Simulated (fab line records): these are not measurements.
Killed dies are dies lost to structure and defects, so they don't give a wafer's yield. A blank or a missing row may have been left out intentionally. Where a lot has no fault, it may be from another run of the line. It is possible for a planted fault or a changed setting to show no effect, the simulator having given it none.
Split-lot experiment | flow berkeley cmos170 | 23 wafers read from 5 lots, route of 331 steps

## THE SPLIT
At UCB170_PLDD_COAT_01 (resist thk 900 nm), the setting resist thk nm was moved away from the recipe's 900 nm on 5 of the 23 wafers read, by -5.0% to +1.9%. The other wafers ran this setting at the recipe's value.

The split's own step is where the reading is taken.

## THE READING
KrF_of_PLDD_COAT_01.thk nm (the simulator's own value, which no gauge read), in nm, at UCB170_PLDD_COAT_01 (resist thk 900 nm). The file gives no usual value for it. Across the 18 wafers here that went through the recipe, the average is 899.6 nm and the standard deviation 2.7 nm.

wafer  | tool, chamber at the split | resist thk nm as run, nm | against the recipe | KrF_of_PLDD_COAT_01.thk nm, nm | against lot-mates on the recipe
L075.3 | litho track-01, 0          | 900                      | recipe             | 904.3                          | -
L075.4 | litho track-01, 0          | 900                      | recipe             | 901.7                          | -
L075.6 | litho track-01, 0          | 900                      | recipe             | 901.4                          | -
L080.1 | litho track-03, 0          | 900                      | recipe             | 900                            | -
L080.2 | litho track-03, 0          | 900                      | recipe             | 902.3                          | -
L080.4 | litho track-03, 0          | 900                      | recipe             | 903.8                          | -
L080.5 | litho track-03, 0          | 900                      | recipe             | 898.9                          | -
L080.6 | litho track-03, 0          | 900                      | recipe             | 903.2                          | -
L076.2 | litho track-02, 0          | 900                      | recipe             | 896.7                          | -
L076.3 | litho track-02, 0          | 900                      | recipe             | 895.1                          | -
L076.4 | litho track-02, 0          | 900                      | recipe             | 897.6                          | -
L076.5 | litho track-02, 0          | 900                      | recipe             | 899.4                          | -
L076.6 | litho track-02, 0          | 900                      | recipe             | 900.5                          | -
L078.1 | litho track-01, 0          | 917.4                    | +1.9%              | 914                            | +16.1
L078.2 | litho track-01, 0          | 900                      | recipe             | 898.5                          | -
L078.3 | litho track-01, 0          | 900                      | recipe             | 897.7                          | -
L078.4 | litho track-01, 0          | 900                      | recipe             | 897.4                          | -
L078.6 | litho track-01, 0          | 917.4                    | +1.9%              | 913.6                          | +15.7
L083.1 | litho track-02, 0          | 854.7                    | -5.0%              | 854.2                          | -42.8
L083.2 | litho track-02, 0          | 900                      | recipe             | 898.6                          | -
L083.4 | litho track-02, 0          | 854.7                    | -5.0%              | 852.9                          | -44.1
L083.5 | litho track-02, 0          | 854.7                    | -5.0%              | 853.1                          | -43.9
L083.6 | litho track-02, 0          | 900                      | recipe             | 895.3                          | -

FIT RESULTS
A straight line over all 23 wafers: KrF_of_PLDD_COAT_01.thk nm changes by +8.96 nm for each +1% of resist thk nm; r = +0.99; the points scatter about the line by 2.7 nm.
The same after taking each lot's own level away (the mean of its wafers on the recipe; 23 wafers): +8.6 nm for each +1%; r = +1.00; scatter 1.5 nm.
On that fit, the largest move of resist thk nm shifts the reading by 43 nm.
Measured against the standard deviation above, the lots' own levels, which go from 896.95 to 902.47 nm, span 2.0 times it.
The two slopes agree, so the slope changes little with the lot-to-lot level.
Check: with one of the wafers moved furthest among these (-5.0%) left out of the fit, the line predicts -43.7 nm for it against its lot-mates. It came out at -42.8 nm against them.

## THESE WAFERS: OTHER SPLITS
Note: prior to the reading, these wafers also went through further splits. Each is held against what the fit with the lots' levels taken away leaves over:
other split on the same wafers         | wafers away from the commonest value | r with KrF_of_PLDD_COAT_01.thk nm (lot level and that fit taken away)
UCB170_START_OXIDATION_02 temp c       | 15                                   | +0.05
UCB170_NWELL_CVD_04 temp c             | 10                                   | +0.00
UCB170_PWELL_CVD_05 pressure mtorr     | 15                                   | -0.06
UCB170_ACTIVE_COAT_08 spin rpm         | 5                                    | +0.05
UCB170_PFIELD_IMPLANT_07 dose cm2      | 5                                    | +0.06
UCB170_SCREENOX_OXIDATION_01 ox time s | 18                                   | +0.07

## THE WHOLE CHAIN: every reading that the file lists as answering this split, in the file's order
step                 | what it does      | reading                                                                     | change (the file's fit)              | r (the file's)
UCB170_PLDD_COAT_01  | resist thk 900 nm | KrF_of_PLDD_COAT_01.thk nm (the simulator's own value, which no gauge read) | +8.6 nm for each +1% of the setting  | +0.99
UCB170_PLDD_STRIP_10 | strips in O2      | strip time to endpoint s                                                    | withheld for each +1% of the setting | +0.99

## FILE'S OWN FIT
KrF_of_PLDD_COAT_01.thk nm changes by +8.6 nm for each +1% of resist thk nm, r = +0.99.
